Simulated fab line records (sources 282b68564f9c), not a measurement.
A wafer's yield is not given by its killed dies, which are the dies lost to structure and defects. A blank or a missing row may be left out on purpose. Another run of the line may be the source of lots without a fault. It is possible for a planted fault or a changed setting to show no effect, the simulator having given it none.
Which of the tools did it?	flow rit-cmos	14 lots with 42 wafers sampled at 2 steps, on a route of 202 steps

WHAT EACH GAUGE READ, for each wafer
RIT_PWELL_TW_MEAS_10. Usual: PWELL_TW 961, standard deviation 4.9.
lot	measured	on	PWELL_TW	flag
L407	day 1 22:33	film-metro-04	953 960 953	
L408	day 2 04:44	film-metro-01	959 962 957	
L410	day 2 13:46	film-metro-01	957 964 958	
L411	day 2 18:29	film-metro-03	962 956 971	
L413	day 3 04:57	film-metro-01	962 963 962	
L414	day 3 09:26	film-metro-01	966 974 968	
L416	day 3 19:53	film-metro-03	968 965 966	
L417	day 4 01:28	film-metro-04	954 954 957	
L422	day 5 02:13	film-metro-03	2031 2028 2022	OFF
L423	day 5 08:08	film-metro-01	2023 2021 2031	OFF
L427	day 6 02:39	film-metro-04	964 961 958	
L428	day 6 09:00	film-metro-04	959 962 965	
L429	day 6 13:53	film-metro-01	969 968 968	
L430	day 6 19:06	film-metro-04	958 962 966	

WHAT TOOL EACH LOT RAN ON (gives the tool, then ch and the chambers of the sampled wafers, and finally the start)
lot	RIT_NWELL_COAT_01
L407	litho-track-02 ch 0, day 1 19:25
L408	litho-track-02 ch 0, day 2 01:53
L410	litho-track-02 ch 0, day 2 10:41
L411	litho-track-03 ch 0, day 2 15:38
L413	litho-track-02 ch 0, day 3 01:56
L414	litho-track-02 ch 0, day 3 06:32
L416	litho-track-04 ch 0, day 3 16:58
L417	litho-track-02 ch 0, day 3 22:26
L422	litho-track-04 ch 0, day 4 23:06
L423	litho-track-04 ch 0, day 5 05:06
L427	litho-track-02 ch 0, day 5 23:29
L428	litho-track-03 ch 0, day 6 05:57
L429	litho-track-03 ch 0, day 6 10:52
L430	litho-track-03 ch 0, day 6 16:07
- RIT_NWELL_COAT_01: resist thk 1300 nm.

WHAT THE TOOLS THEMSELVES READ (means of the sampled wafers that have a number; where no wafer has one, the mark that the record gives instead)
RIT_NWELL_COAT_01. Usual: chill-plate-temp-C 23.03 C, standard deviation 0.09; exhaust-pa 44.9 Pa, standard deviation 0.88.
lot	tool	chill-plate-temp-C (C)	exhaust-pa (Pa)	flag
L407	litho-track-02	22.97	45.0	
L408	litho-track-02	23.15	45.1	
L410	litho-track-02	23.11	44.0	
L411	litho-track-03	22.97	46.1	
L413	litho-track-02	22.91	45.2	
L414	litho-track-02	22.94	44.8	
L416	litho-track-04	23.01	45.2	
L417	litho-track-02	23.07	44.0	
L422	litho-track-04	23.13	44.8	
L423	litho-track-04	23.05	44.8	
L427	litho-track-02	23.09	44.9	
L428	litho-track-03	23.06	45.0	
L429	litho-track-03	23.07	45.0	
L430	litho-track-03	23.06	45.2	

THE ANSWER, worked out from the rows above alone
Rule: lot off if the mean of its wafers having a number is beyond 3 standard deviations from the usual mean. A lot without any number at a reading at which 4 lots or more have one is off too. All remaining lots with rows at the step are treated as sound. After the gauges, taken in route order, come the tools' own readings; for these a lot's mean is taken, as printed above. The first step at which some lot is off is used, and at that step the reading that is off furthest; a lot without a number counts as furthest.
Off: at RIT_PWELL_TW_MEAS_10 (PWELL_TW), L422, L423.
A tool fits if, at a process step before that reading, it ran every lot that is off, and no sound lot after the first of them. Gauges at RIT_PWELL_TW_MEAS_10: tried the same way as those tools. One fits: RIT_NWELL_COAT_01 on litho-track-04. A fault onset in the window from L416 (day 3 16:58, its last sound lot) to L422 (day 4 23:06, its first lot off) fits.

WHAT HAD BEEN PUT IN BY THE SIMULATOR
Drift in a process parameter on litho-track-04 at RIT_NWELL_COAT_01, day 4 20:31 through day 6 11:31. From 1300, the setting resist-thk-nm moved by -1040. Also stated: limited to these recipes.
Struck lots among those shown: L422, L423. The rule above reached the same finding.
